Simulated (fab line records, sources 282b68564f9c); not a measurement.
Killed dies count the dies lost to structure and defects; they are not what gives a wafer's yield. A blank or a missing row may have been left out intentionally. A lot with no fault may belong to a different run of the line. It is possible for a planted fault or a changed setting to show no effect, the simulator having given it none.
fab line records	flow ritCmos
record lots=7	wafers=21	lastDay=7
route steps=202 shown GATE@89 REOX@98 NLDD@103 PLDD@114 SPACER@125 M1@202
lots that met no fault: from a run of the same line without faults
startH: hours from the record's first day to the start of the lot's first wafer shown	waitH: hours elapsed since this lot's preceding step	" same as the row above	L1.1+2: a row that stands for several wafers	- no value, or no start was given	* or withheld: withheld	< > ~ a bound
route shown NAME@n: a module of which the file shows steps, and the number in the route of the first	usual: mean/standard deviation taken from wafers without a fault	same: alike in all rows	chamber/n: place in a boat	sites: each site's reading	_std_site: the values' standard deviation	_edge_site: mean of outer sites minus mean of inner sites	radiusMm: how far each site lies from the wafer's centre	mask NAME#n: copy n	behind: tool/chamber where the wafer was last shaped	hold: the reason the lot was held/the length of the hold in hours/how it ended	device: the transistor (n, p or np) that didn't switch	end of line: the same wafers' tests at the end of the route	where a step has no rows: the recipe by itself	killed: count of dies lost to structure and defects at first sort (not the wafer's yield)	map: dies across one wafer; x = killed, . = not, _ = none there
set.NAME: the setting the step ran with; set.NAME@STEP: the setting that earlier step ran with	model.NAME: the simulator's own value behind a step, which no gauge read
lots at some steps of the route; a table a step, a row a wafer
services: a tool's chamber out of use, with start hour (startH, from the record's first day; less than 0 if before it), hours out, and reason
## steps
# step RIT_GATE_EXPOSE_13
# recipe maskId=M6	na=0.6	sourceShape=conventional	sigmaOuter=0.6	targetCdNm=150	doseMj=380
# step RIT_GATE_PEB_14
# recipe resist=NOVOLAK	tempC=withheld	timeS=withheld
# step RIT_GATE_DEVELOP_15
# recipe resist=NOVOLAK	developTimeS=50	devTempC=23
# step RIT_GATE_CD_MEAS_16
# recipe targetCdNm=150
# usual cdNm=150.7/2.5
lot.wafer	tool	chamber	startH	waitH	cdNm
L372.3	cdSem-01	-	39.97	-	146.9
L372.5	"	-	"	"	148.1
L372.6	"	-	"	"	148.5
L376.1	cdSem-02	-	60.39	-	151.7
L376.3	"	-	"	"	152.7
L376.4	"	-	"	"	152.4
L380.1	cdSem-02	-	80.71	-	151.9
L380.5	"	-	"	"	152.0
L380.6	"	-	"	"	150.7
L381.1	cdSem-02	-	82.85	-	154.2
L381.3	"	-	"	"	155.6
L381.4	"	-	"	"	155.1
L383.1	cdSem-02	-	92.05	-	146.2
L383.2	"	-	"	"	145.7
L383.6	"	-	"	"	147.4
L393.1	cdSem-01	-	143.53	-	150.8
L393.2	"	-	"	"	151.5
L393.5	"	-	"	"	150.5
L394.1	cdSem-02	-	149.99	-	150.9
L394.2	"	-	"	"	151.3
L394.3	"	-	"	"	151.1
# step RIT_GATE_OVL_MEAS_17
# usual GATE_OVL=0.1/1.5
lot.wafer	tool	chamber	startH	waitH	GATE_OVL[nm]
L372.3	overlay-01	-	40.06	0.1	2.0
L372.5	"	-	"	"	1.1
L372.6	"	-	"	"	1.9
L376.1	overlay-02	-	60.51	0.1	-0.4
L376.3	"	-	"	"	-0.7
L376.4	"	-	"	"	-0.7
L380.1	overlay-01	-	80.83	0.1	-0.8
L380.5	"	-	"	"	0.6
L380.6	"	-	"	"	0.5
L381.1	overlay-01	-	82.97	0.1	2.2
L381.3	"	-	"	"	4.7
L381.4	"	-	"	"	2.8
L383.1	overlay-02	-	92.17	0.1	-0.8
L383.2	"	-	"	"	-2.5
L383.6	"	-	"	"	-2.6
L393.1	overlay-02	-	143.65	0.1	-0.5
L393.2	"	-	"	"	1.0
L393.5	"	-	"	"	-0.5
L394.1	overlay-01	-	150.11	0.1	-1.6
L394.2	"	-	"	"	-1.8
L394.3	"	-	"	"	-1.5
# step RIT_GATE_HARDBAKE_18
# recipe resist=NOVOLAK	tempC=140	timeS=60
# step RIT_GATE_ETCH_19
# recipe chemistry=SF6/CHF3/O2	timeS=165	SF6_flow_sccm=30	CHF3_flow_sccm=30	O2_flow_sccm=5	target=poly-Si	pressureMtorr=40	rfW=160	targetDepthA=3125	overEtchFrac=0.25	stopOn=SiO2
# usual drypumpMotorCurrentA=5.6/0.4	oesProductAu=0.859/0.014	rfFwdPowerW=159.3/0.55	throttleValvePct=10.25/0.11
lot.wafer	tool	chamber	startH	waitH	drypumpMotorCurrentA	oesProductAu	rfFwdPowerW	rfHoursCounterH	throttleValvePct
L372.3	rieSi-01	0	40.23	0.1	6.1	0.828	159.2	82	10.29
L372.5	"	0	"	"	6.2	0.827	158.8	-	10.28
L372.6	"	1	"	"	5.5	0.837	159.5	-	10.11
L376.1	rieSi-01	3	60.70	0.1	5.8	0.869	159.7	132	10.41
L376.3	"	1	"	"	5.5	0.855	159.9	159	10.09
L376.4	"	0	"	"	6.1	0.840	159.6	82	10.28
L380.1	rieSi-01	0	81.01	0.1	6.1	0.845	160.2	82	10.29
L380.5	"	2	"	"	5.8	0.840	159.0	-	10.33
L380.6	"	0	"	"	6.2	0.844	159.7	-	10.28
L381.1	rieSi-02	1	83.16	0.1	5.3	0.868	159.4	42	10.24
L381.3	"	3	"	"	5.0	0.872	158.6	2	10.19
L381.4	"	0	"	"	6.2	0.862	158.7	99	10.04
L383.1	rieSi-02	1	92.36	0.1	5.3	0.851	159.3	42	10.24
L383.2	"	3	"	"	5.0	0.866	159.1	2	10.18
L383.6	"	1	"	"	5.3	0.859	159.2	-	10.24
L393.1	rieSi-02	2	143.83	0.1	5.3	0.889	158.6	90	10.31
L393.2	"	1	"	"	5.3	0.868	159.2	43	10.24
L393.5	"	1	"	"	5.3	0.865	159.7	-	10.23
L394.1	rieSi-01	1	150.30	0.1	5.5	0.843	158.7	0	10.10
L394.2	"	2	"	"	5.8	0.850	159.5	2	10.35
L394.3	"	0	"	"	6.1	0.851	158.9	83	10.30
# step RIT_GATE_STRIP_20
# recipe chemistry=O2	timeS=180	resist=NOVOLAK	platenTempC=withheld	powerW=500	pressureMtorr=4000	o2FlowSccm=4000
# usual drypumpMotorCurrentA=5.8/0.45
lot.wafer	tool	chamber	startH	waitH	drypumpMotorCurrentA	rfHoursCounterH
L372.3	plasmaAsher-04	0	40.40	0.1	6.2	-
L372.5	"	1	"	"	5.5	-
L372.6	"	0	"	"	6.2	-
L376.1	plasmaAsher-03	0	60.80	0.1	5.9	26
L376.3	"	0	"	"	6.0	-
L376.4	"	1	"	"	5.8	-
L380.1	plasmaAsher-01	1	81.12	0.1	6.2	45
L380.5	"	0	"	"	5.0	-
L380.6	"	1	"	"	6.2	-
L381.1	plasmaAsher-01	0	83.27	0.1	5.0	45
L381.3	"	1	"	"	6.3	-
L381.4	"	0	"	"	5.1	-
L383.1	plasmaAsher-04	1	92.47	0.1	5.5	44
L383.2	"	0	"	"	6.2	44
L383.6	"	0	"	"	6.2	-
L393.1	plasmaAsher-03	0	143.94	0.1	5.9	35
L393.2	"	1	"	"	5.8	35
L393.5	"	0	"	"	5.9	-
L394.1	plasmaAsher-03	0	150.40	0.1	5.9	36
L394.2	"	1	"	"	5.8	36
L394.3	"	0	"	"	5.9	-
# step RIT_GATE_CD_MEAS_90
# recipe targetCdNm=150
# usual cdNm=150.7/2.5
lot.wafer	tool	chamber	startH	waitH	cdNm
L372.3	cdSem-02	-	40.56	0.1	146.8
L372.5	"	-	"	"	148.3
L372.6	"	-	"	"	148.8
L376.1	cdSem-02	-	60.98	0.1	152.7
L376.3	"	-	"	"	153.3
L376.4	"	-	"	"	152.5
L380.1	cdSem-02	-	81.30	0.1	152.5
L380.5	"	-	"	"	152.4
L380.6	"	-	"	"	149.9
L381.1	cdSem-01	-	83.44	0.1	154.1
L381.3	"	-	"	"	155.8
L381.4	"	-	"	"	155.1
L383.1	cdSem-01	-	92.64	0.1	146.2
L383.2	"	-	"	"	145.5
L383.6	"	-	"	"	146.9
L393.1	cdSem-02	-	144.12	0.1	151.0
L393.2	"	-	"	"	152.1
L393.5	"	-	"	"	150.3
L394.1	cdSem-02	-	150.58	0.1	151.3
L394.2	"	-	"	"	151.4
L394.3	"	-	"	"	150.8
# step RIT_REOX_CLEAN_00
# recipe chemistry=SC1	mix=3:3:50	timeS=600	tempC=75
# step RIT_REOX_CLEAN_01
# recipe chemistry=dHF	dilution=50:1	timeS=30
# step RIT_REOX_CLEAN_02
# recipe chemistry=SC2	mix=3:3:50	timeS=600	tempC=75	dry=n2Spin
# step RIT_REOX_OXIDATION_03
# recipe tempC=900	ambient=O2	targetThkA=252	oxTimeS=5580
# usual spikeTcCentreC=901.6/1.4	spikeTcSourceC=925.6/2	tubeCenterTempC=900.01/0.086	tube_center_temp_C_max=902.4/0.41	zonePowerSourcePct=28.5/0.37
# same oxTimeS=5580
lot.wafer	tool	chamber	startH	waitH	spikeTcCentreC	spikeTcSourceC	tubeCenterTempC	tube_center_temp_C_max	zonePowerSourcePct	model.SiO2_of_REOX_OXIDATION_03.thkNm
L372.3	furnace-01	0	42.96	2.0	900.3	923.9	900.02	901.9	28.7	25.42
L372.5	"	0	"	"	902.1	924.2	899.97	902.5	28.4	25.19
L372.6	"	0	"	"	901.8	924.3	900.06	902.3	28.4	24.85
L376.1	furnace-03	0	62.57	1.1	902.6	928.1	900	902.6	28.6	25.41
L376.3	"	0	"	"	902.1	924.6	899.95	902.5	28.2	25.49
L376.4	"	0	"	"	903.0	928.5	900.02	903.3	28.2	25.76
L380.1	furnace-01	0	82.05	0.3	895.0	917.8	893.11	895.4	28.0	23.33
L380.5	"	0	"	"	893.7	915.6	893.22	895.2	27.4	24.02
L380.6	"	0	"	"	893.4	917.0	893.25	895.5	27.8	23.59
L381.1	furnace-01	0	84.60	0.7	896.1	915.1	893.16	895.3	28.5	22.9
L381.3	"	0	"	"	894.1	917.9	893.12	895.5	28.2	22.74
L381.4	"	0	"	"	893.7	916.9	893.23	896.0	28.2	22.74
L383.1	furnace-01	0	93.74	0.6	894.1	916.9	893.27	895.5	28.4	22.73
L383.2	"	0	"	"	892.1	917.2	893.25	895.7	28.1	22.8
L383.6	"	0	"	"	893.2	915.6	893.27	895.7	28.1	22.98
L393.1	furnace-03	0	144.60	0.0	903.0	928.3	900.11	902.4	28.3	24.09
L393.2	"	0	"	"	902.2	927.4	900.08	903.0	28.3	24.18
L393.5	"	0	"	"	905.3	927.0	899.97	901.8	27.9	23.33
L394.1	furnace-04	0	151.07	0.0	899.4	925.0	899.97	902.5	29.2	25.18
L394.2	"	0	"	"	901.8	926.6	899.99	902.4	28.8	25.19
L394.3	"	0	"	"	899.9	924.4	899.96	901.8	29.3	25.11
# step RIT_REOX_THK_MEAS_04
# recipe reads=SiO2_of_REOX_OXIDATION_03
# usual REOX_OXIDE_THK=24.8/0.57
lot.wafer	tool	chamber	startH	waitH	REOX_OXIDE_THK[nm]
L372.3	filmMetro-04	-	45.53	0.0	25.5
L372.5	"	-	"	"	25.2
L372.6	"	-	"	"	24.9
L376.1	filmMetro-02	-	65.12	0.0	25.4
L376.3	"	-	"	"	25.5
L376.4	"	-	"	"	25.8
L380.1	filmMetro-04	-	84.60	0.0	23.4
L380.5	"	-	"	"	24.0
L380.6	"	-	"	"	23.6
L381.1	filmMetro-04	-	87.15	0.0	22.9
L381.3	"	-	"	"	22.7
L381.4	"	-	"	"	22.7
L383.1	filmMetro-03	-	96.29	0.0	22.7
L383.2	"	-	"	"	22.8
L383.6	"	-	"	"	23.0
L393.1	filmMetro-02	-	147.15	0.0	24.1
L393.2	"	-	"	"	24.2
L393.5	"	-	"	"	23.3
L394.1	filmMetro-03	-	153.62	0.0	25.2
L394.2	"	-	"	"	25.2
L394.3	"	-	"	"	25.0
# step RIT_NLDD_HMDS_00
# recipe primeTimeS=60	primeTempC=140
# step RIT_NLDD_COAT_01
# recipe resist=NOVOLAK	spinRpm=3250	resistThkNm=1000
# step RIT_NLDD_SOFTBAKE_02
# recipe resist=NOVOLAK	tempC=90	timeS=60
# step RIT_NLDD_EXPOSE_03
# recipe maskId=M7	na=0.57	targetCdNm=40700	doseMj=250
# step RIT_NLDD_PEB_04
# recipe resist=NOVOLAK	tempC=withheld	timeS=withheld
# step RIT_NLDD_DEVELOP_05
# recipe resist=NOVOLAK	developTimeS=50	devTempC=23
# step RIT_NLDD_OVL_MEAS_06
# usual NLDD_OVL=0.1/1.4
lot.wafer	tool	chamber	startH	waitH	NLDD_OVL[nm]
L372.3	overlay-01	-	46.55	-	0.2
L372.5	"	-	"	"	-0.6
L372.6	"	-	"	"	0.3
L376.1	overlay-01	-	66.07	-	0.3
L376.3	"	-	"	"	1.5
L376.4	"	-	"	"	0.6
L380.1	overlay-02	-	85.51	-	2.2
L380.5	"	-	"	"	1.5
L380.6	"	-	"	"	0.3
L381.1	overlay-01	-	88.19	-	-1.3
L381.3	"	-	"	"	-0.4
L381.4	"	-	"	"	-1.5
L383.1	overlay-01	-	97.27	-	-0.6
L383.2	"	-	"	"	1.0
L383.6	"	-	"	"	0.3
L393.1	overlay-02	-	148.14	-	-1.2
L393.2	"	-	"	"	-0.7
L393.5	"	-	"	"	-3.2
L394.1	overlay-02	-	154.73	-	0.7
L394.2	"	-	"	"	-0.8
L394.3	"	-	"	"	-0.1
# step RIT_NLDD_HARDBAKE_07
# recipe resist=NOVOLAK	tempC=140	timeS=60
# step RIT_NLDD_IMPLANT_08
# recipe species=P	energyKev=20	doseCm2=5e+14	tiltDeg=7
# step RIT_NLDD_STRIP_09
# recipe chemistry=O2	timeS=180	resist=NOVOLAK	platenTempC=withheld	powerW=500	pressureMtorr=4000	o2FlowSccm=4000
# usual drypumpMotorCurrentA=6.00/0.28
lot.wafer	tool	chamber	startH	waitH	drypumpMotorCurrentA	rfHoursCounterH
L372.3	plasmaAsher-02	0	46.93	0.1	6.35	-
L372.5	"	0	"	"	6.30	-
L372.6	"	1	"	"	5.92	-
L376.1	plasmaAsher-02	0	66.66	0.1	6.36	43
L376.3	"	1	"	"	5.92	-
L376.4	"	0	"	"	6.33	-
L380.1	plasmaAsher-03	1	85.85	0.1	5.80	29
L380.5	"	1	"	"	5.80	-
L380.6	"	0	"	"	5.93	-
L381.1	plasmaAsher-04	0	88.52	0.1	6.19	44
L381.3	"	1	"	"	5.48	-
L381.4	"	0	"	"	6.19	-
L383.1	plasmaAsher-02	1	97.61	0.1	5.93	46
L383.2	"	0	"	"	6.31	46
L383.6	"	0	"	"	6.30	-
L393.1	plasmaAsher-04	1	148.63	0.2	5.50	3
L393.2	"	0	"	"	6.22	3
L393.5	"	0	"	"	6.22	-
L394.1	plasmaAsher-03	0	155.06	0.1	5.93	36
L394.2	"	1	"	"	5.81	36
L394.3	"	1	"	"	5.81	-
# step RIT_NLDD_TW_MEAS_10
# usual NLDD_TW=2490/26
lot.wafer	tool	chamber	startH	waitH	NLDD_TW
L372.3	filmMetro-01	-	47.07	0.1	2463
L372.5	"	-	"	"	2477
L372.6	"	-	"	"	2457
L376.1	filmMetro-01	-	66.83	0.1	2471
L376.3	"	-	"	"	2459
L376.4	"	-	"	"	2475
L380.1	filmMetro-01	-	86.02	0.1	2505
L380.5	"	-	"	"	2514
L380.6	"	-	"	"	2517
L381.1	filmMetro-04	-	88.70	0.1	2484
L381.3	"	-	"	"	2502
L381.4	"	-	"	"	2499
L383.1	filmMetro-03	-	97.78	0.1	2538
L383.2	"	-	"	"	2519
L383.6	"	-	"	"	2515
L393.1	filmMetro-03	-	148.80	0.1	2516
L393.2	"	-	"	"	2505
L393.5	"	-	"	"	2511
L394.1	filmMetro-03	-	155.24	0.1	2521
L394.2	"	-	"	"	2521
L394.3	"	-	"	"	2516
# step RIT_PLDD_HMDS_00
# recipe primeTimeS=60	primeTempC=140
# step RIT_PLDD_COAT_01
# recipe resist=NOVOLAK	spinRpm=3250	resistThkNm=1000
# step RIT_PLDD_SOFTBAKE_02
# recipe resist=NOVOLAK	tempC=90	timeS=60
# step RIT_PLDD_EXPOSE_03
# recipe maskId=M8	na=0.57	targetCdNm=40900	doseMj=250
# step RIT_PLDD_PEB_04
# recipe resist=NOVOLAK	tempC=withheld	timeS=withheld
# step RIT_PLDD_DEVELOP_05
# recipe resist=NOVOLAK	developTimeS=50	devTempC=23
# step RIT_PLDD_OVL_MEAS_06
# usual PLDD_OVL=0.3/1.2
lot.wafer	tool	chamber	startH	waitH	PLDD_OVL[nm]
L372.3	overlay-02	-	48.10	-	1.1
L372.5	"	-	"	"	0.2
L372.6	"	-	"	"	0.1
L376.1	overlay-01	-	67.74	-	-0.8
L376.3	"	-	"	"	-0.4
L376.4	"	-	"	"	0.6
L380.1	overlay-02	-	86.93	-	1.6
L380.5	"	-	"	"	-1.2
L380.6	"	-	"	"	1.7
L381.1	overlay-02	-	89.61	-	1.0
L381.3	"	-	"	"	0.5
L381.4	"	-	"	"	1.3
L383.1	overlay-02	-	98.82	-	1.0
L383.2	"	-	"	"	0.7
L383.6	"	-	"	"	1.0
L393.1	overlay-01	-	149.84	-	0.8
L393.2	"	-	"	"	1.9
L393.5	"	-	"	"	2.3
L394.1	overlay-01	-	156.27	-	-0.1
L394.2	"	-	"	"	-0.1
L394.3	"	-	"	"	0.8
# step RIT_PLDD_HARDBAKE_07
# recipe resist=NOVOLAK	tempC=140	timeS=60
# step RIT_PLDD_IMPLANT_08
# recipe species=BF2	energyKev=20	doseCm2=9e+14	tiltDeg=7
# step RIT_PLDD_STRIP_09
# recipe chemistry=O2	timeS=180	resist=NOVOLAK	platenTempC=withheld	powerW=500	pressureMtorr=4000	o2FlowSccm=4000
# usual drypumpMotorCurrentA=5.8/0.52
lot.wafer	tool	chamber	startH	waitH	drypumpMotorCurrentA	rfHoursCounterH
L372.3	plasmaAsher-01	0	48.48	0.1	5.0	-
L372.5	"	1	"	"	6.3	-
L372.6	"	0	"	"	5.0	-
L376.1	plasmaAsher-01	1	68.08	0.1	6.3	43
L376.3	"	0	"	"	5.1	-
L376.4	"	1	"	"	6.3	-
L380.1	plasmaAsher-02	1	87.48	0.1	5.9	45
L380.5	"	1	"	"	5.9	-
L380.6	"	0	"	"	6.3	-
L381.1	plasmaAsher-01	1	89.95	0.1	6.3	45
L381.3	"	0	"	"	5.1	-
L381.4	"	1	"	"	6.3	-
L383.1	plasmaAsher-01	1	99.15	0.1	6.3	46
L383.2	"	0	"	"	5.1	46
L383.6	"	0	"	"	5.1	-
L393.1	plasmaAsher-02	1	150.17	0.1	6.0	52
L393.2	"	0	"	"	6.3	52
L393.5	"	1	"	"	6.0	-
L394.1	plasmaAsher-02	1	156.61	0.1	5.9	53
L394.2	"	0	"	"	6.3	53
L394.3	"	1	"	"	5.9	-
# step RIT_PLDD_TW_MEAS_10
# usual PLDD_TW=2361/18
lot.wafer	tool	chamber	startH	waitH	PLDD_TW
L372.3	filmMetro-03	-	48.62	0.1	2361
L372.5	"	-	"	"	2382
L372.6	"	-	"	"	2367
L376.1	filmMetro-03	-	68.25	0.1	2363
L376.3	"	-	"	"	2377
L376.4	"	-	"	"	2366
L380.1	filmMetro-04	-	87.65	0.1	2357
L380.5	"	-	"	"	2355
L380.6	"	-	"	"	2365
L381.1	filmMetro-04	-	90.12	0.1	2357
L381.3	"	-	"	"	2354
L381.4	"	-	"	"	2345
L383.1	filmMetro-04	-	99.33	0.1	2361
L383.2	"	-	"	"	2351
L383.6	"	-	"	"	2354
L393.1	filmMetro-04	-	150.35	0.1	2355
L393.2	"	-	"	"	2358
L393.5	"	-	"	"	2356
L394.1	filmMetro-04	-	156.78	0.1	2363
L394.2	"	-	"	"	2359
L394.3	"	-	"	"	2361
# step RIT_SPACER_CLEAN_00
# recipe chemistry=SC1	mix=3:3:50	timeS=600	tempC=75
lot.wafer	tool	chamber	startH	waitH	model.SiO2_of_REOX_OXIDATION_03.thkNm
L372.3	wetBench-03	1	48.66	0.0	23.46
L372.5	"	1	"	"	23.26
L372.6	"	1	"	"	22.94
L376.1	wetBench-03	2	68.31	0.1	23.46
L376.3	"	2	"	"	23.52
L376.4	"	2	"	"	23.77
L380.1	wetBench-02	2	87.71	0.1	21.51
L380.5	"	2	"	"	22.14
L380.6	"	2	"	"	21.75
L381.1	wetBench-02	3	90.18	0.1	21.15
L381.3	"	3	"	"	21
L381.4	"	3	"	"	20.99
L383.1	wetBench-01	0	99.39	0.1	20.94
L383.2	"	0	"	"	21.02
L383.6	"	0	"	"	21.19
L393.1	wetBench-02	2	150.41	0.1	22.25
L393.2	"	2	"	"	22.34
L393.5	"	2	"	"	21.55
L394.1+2	wetBench-02	2	156.84	0.1	23.25
L394.3	"	2	"	"	23.19
# step RIT_SPACER_CLEAN_01
# recipe chemistry=dHF	dilution=50:1	timeS=30
# step RIT_M1_PROBE_99
# usual killedAtContacts=0.1/0.24	killedAtFrontEnd=7/3.2	killedDies=7/3.2	killedOpen=3.6/2.1	killedShort=3.5/2
# same grossDies=264	killed_at_M0_to_M3=0	killed_at_M4_up=0	killedAtBackSide=0	killedAtOther=0
lot.wafer	tool	chamber	startH	waitH	killedAtContacts	killedAtFrontEnd	killedDies	killedOpen	killedShort	model.etest.pmosTurned.rOnOhmUm	model.etest.pldd.rsOhmSq	model.etest.nldd.rsOhmSq	model.etest.nmosTurned.driveUaUm	model.etest.pldd.lineOhmUm	model.etest.pmosTurned.driveUaUm	model.etest.nldd.lineOhmUm	model.etest.nmosTurned.isubLog10AUm
L372.3	prober-02	-	62.06	0.2	0	2	2	2	0	3532	526.7	383.8	321.4	164.4	186.3	121.4	-7.132
L372.5	prober-02	-	62.16	0.2	0	8	8	5	3	3425	515.2	378	333.2	159.4	191.6	119.7	-7.151
L372.6	prober-02	-	62.21	0.2	0	7	7	4	3	3369	503.6	370.9	335.3	157.7	191.6	116	-7.164
L376.1	prober-02	-	81.59	0.1	0	6	6	4	2	3628	530.2	381.1	315.5	166.7	176.9	119.8	-7.103
L376.3	prober-02	-	81.69	0.2	0	7	7	2	5	3682	533.1	378.6	307.4	168.8	173.4	118.2	-7.238
L376.4	prober-02	-	81.74	0.2	0	7	7	1	6	3721	549.7	385.6	302.9	173.6	171.3	121.2	-7.29
L380.1	prober-02	-	101.90	0.1	0	7	7	5	2	3306	458.3	366.4	339.1	144.5	200.9	114.1	-7.088
L380.5	prober-02	-	102.10	0.2	0	4	4	3	1	3397	492	379.6	329.6	153.2	194	119.9	-7.148
L380.6	prober-02	-	102.15	0.2	0	2	2	2	0	3340	474.2	371	340	147.1	199.6	117.3	-7.112
L381.1	prober-01	-	103.71	0.1	0	8	8	3	5	3304	434.4	342.3	358.1	136.8	205.4	107.1	-7.022
L381.3	prober-01	-	103.81	0.2	0	6	6	2	4	3282	425.1	336.2	360.4	131.1	206.2	105.7	-7.099
L381.4	prober-01	-	103.86	0.2	0	10	10	4	6	3286	424.1	341.1	360	132.2	203.4	105.7	-7.024
L383.1	prober-01	-	112.94	0.1	0	6	6	1	5	3042	405	356	361.4	127.6	221.9	114.3	-7.156
L383.2	prober-01	-	112.99	0.1	0	9	9	4	5	3052	405.1	359.9	356.9	127	224.9	111.8	-6.985
L383.6	prober-01	-	113.19	0.2	1	10	11	5	6	3102	413.3	360.9	355.1	129.8	218.3	115	-7.019
L393.1	prober-01	-	163.88	0.1	0	10	10	7	3	3354	495.9	374.6	329.8	155.5	195.7	119.9	-7.191
L393.2	prober-01	-	163.93	0.1	0	9	9	4	5	3377	503.2	382.3	337.3	159.1	197.7	120.8	-7.19
L393.5	prober-01	-	164.08	0.2	0	6	6	3	3	3224	462.9	361.2	354.3	144.8	208	112.7	-7.143
L394.1	prober-02	-	170.40	0.1	1	10	11	3	8	3366	484.2	371.6	317.7	153.6	193.5	118.2	-7.245
L394.2	prober-02	-	170.45	0.1	0	8	8	2	6	3386	485.9	369.9	318.2	153.7	193.4	117.9	-7.171
L394.3	prober-02	-	170.50	0.2	0	9	9	5	4	3412	484.3	369.2	320.2	151.9	195	116.9	-7.15
# killed by level:class
L372.3 FOX1:geometricParticle:open=1 GATE:geometricParticle:open=1
L372.5 GATE:geometricParticle:open=2 GATE:geometricParticle:short=2 REOX:geometricParticle:open=2 REOX:geometricParticle:short=1 SPACER:geometricParticle:open=1
L372.6 FOX1:geometricParticle:open=2 GATE:geometricParticle:short=2 GATE:geometricParticle:open=1 SPACER:geometricParticle:open=1 SILICIDE:geometricParticle:short=1
L376.1 GATE:geometricParticle:short=2 FOX1:geometricParticle:open=1 GATE:geometricParticle:open=1 SPACER:geometricParticle:open=1 SILICIDE:geometricParticle:open=1
L376.3 GATE:geometricParticle:short=4 ACTIVE:geometricParticle:open=1 SILICIDE:geometricParticle:short=1 SILICIDE:geometricParticle:open=1
L376.4 SPACER:geometricParticle:short=4 GATE:geometricParticle:short=2 SPACER:geometricParticle:open=1
L380.1 SPACER:geometricParticle:open=2 FOX2:geometricParticle:open=1 GATE:geometricParticle:open=1 GATE:geometricParticle:short=1 SILICIDE:geometricParticle:open=1 SILICIDE:geometricParticle:short=1
L380.5 FOX1:geometricParticle:open=1 GATE:geometricParticle:open=1 GATE:geometricParticle:short=1 SILICIDE:geometricParticle:open=1
L380.6 GATE:geometricParticle:open=2
L381.1 GATE:geometricParticle:short=3 GATE:geometricParticle:open=2 FOX1:geometricParticle:short=1 FOX1:geometricParticle:open=1 FOX2:geometricParticle:short=1
L381.3 GATE:geometricParticle:open=2 GATE:geometricParticle:short=2 FOX1:geometricParticle:short=1 FOX2:geometricParticle:short=1
L381.4 FOX1:geometricParticle:short=3 GATE:geometricParticle:open=2 SILICIDE:geometricParticle:short=2 GATE:geometricParticle:short=1 SPACER:geometricParticle:open=1 SILICIDE:geometricParticle:open=1
L383.1 SPACER:geometricParticle:short=3 GATE:geometricParticle:short=2 GATE:geometricParticle:open=1
L383.2 GATE:geometricParticle:short=2 REOX:geometricParticle:open=2 SPACER:geometricParticle:open=2 REOX:geometricParticle:short=1 SPACER:geometricParticle:short=1 SILICIDE:geometricParticle:short=1
L383.6 GATE:geometricParticle:short=3 GATE:geometricParticle:open=2 SILICIDE:geometricParticle:open=2 FOX2:geometricParticle:short=1 SPACER:geometricParticle:short=1 SPACER:geometricParticle:open=1 CONTACT:geometricParticle:short=1
L393.1 GATE:geometricParticle:open=7 GATE:geometricParticle:short=2 SILICIDE:geometricParticle:short=1
L393.2 FOX1:geometricParticle:short=3 FOX1:geometricParticle:open=1 GATE:geometricParticle:short=1 GATE:geometricParticle:open=1 SPACER:geometricParticle:open=1 SILICIDE:geometricParticle:open=1 SILICIDE:geometricParticle:short=1
L393.5 GATE:geometricParticle:open=2 FOX1:geometricParticle:open=1 GATE:geometricParticle:short=1 REOX:geometricParticle:short=1 SILICIDE:geometricParticle:short=1
L394.1 FOX1:geometricParticle:short=3 GATE:geometricParticle:short=2 FOX1:geometricParticle:open=1 FOX2:geometricParticle:open=1 FOX2:geometricParticle:short=1 SILICIDE:geometricParticle:open=1 SILICIDE:geometricParticle:short=1 CONTACT:geometricParticle:short=1
L394.2 GATE:geometricParticle:short=3 FOX2:geometricParticle:open=1 FOX2:geometricParticle:short=1 GATE:geometricParticle:open=1 REOX:geometricParticle:short=1 SPACER:geometricParticle:short=1
L394.3 GATE:geometricParticle:short=3 FOX2:geometricParticle:open=2 FOX1:geometricParticle:short=1 FOX1:geometricParticle:open=1 GATE:geometricParticle:open=1 SILICIDE:geometricParticle:open=1
## services
tool	chamber	startH	hours	kind
furnace-01	-	22.12	3.6	pm
plasmaAsher-03	-	27.07	0.7	repair
furnace-04	-	28.30	3.6	pm
plasmaAsher-02	-	33.44	0.7	repair
rieSi-02	3	63.02	0.9	repair
rieSi-01	1	68.24	-	clean
rieSi-01	1	68.24	23.4	scheduledDown
rieSi-01	1	68.24	23.4	ventCycle
wetBench-02	-	69.78	1.2	repair
rieSi-02	0	92.27	17.3	repair
rieSi-02	3	100.43	4.9	repair
plasmaAsher-04	-	108.75	9.0	pm
plasmaAsher-04	0	108.75	9.0	ventCycle
plasmaAsher-04	1	108.75	9.0	ventCycle
plasmaAsher-03	-	109.64	4.5	repair
plasmaAsher-04	0	117.75	-	clean
plasmaAsher-04	1	117.75	-	clean
rieSi-01	2	122.60	3.7	repair
furnace-03	-	132.80	3.2	pm
plasmaAsher-04	-	135.38	1.3	repair
plasmaAsher-04	-	138.57	1.2	repair
wetBench-03	-	149.80	8.0	repair
## key
firstSign step=RIT_REOX_OXIDATION_03	reading=tubeCenterTempC	direction=down	sigmas=76	usual=*	struck=*
effect step=RIT_REOX_OXIDATION_03	reading=tube_center_temp_C_max	direction=down	sigmas=17	usual=*	struck=*
effect step=RIT_REOX_THK_MEAS_04	reading=REOX_OXIDE_THK	direction=down	sigmas=3.1	usual=24.8	struck=23.1
modelEffect step=RIT_REOX_OXIDATION_03	value=SiO2_of_REOX_OXIDATION_03.thkNm	without=24.78	struck=23.09
modelEffect step=RIT_SPACER_CLEAN_00	value=SiO2_of_REOX_OXIDATION_03.thkNm	without=22.86	struck=21.3
modelEffect step=RIT_M1_PROBE_99	value=etest.pmosTurned.rOnOhmUm	without=3470	struck=3235
metAt RIT_REOX_OXIDATION_03
struckWafers L380.1,L380.5,L380.6,L381.1,L381.3,L381.4,L383.1,L383.2,L383.6
testerLeftOut L380,L381,L383
fault kind=processParameterDrift	tool=furnace-01	chamber=-	onsetH=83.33	steps=RIT_REOX_OXIDATION_03	channel=tempC	offset=*	shape=step	endH=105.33	actsIn=*	stated=*
# testerLeftOut: of these lots the tester's yield and bins aren't shown, on N5 and GAA mostly nor the transistor test; their killed dies are dies lost to structure and defects alone, not to doping, threshold or leakage, so they don't give the yield
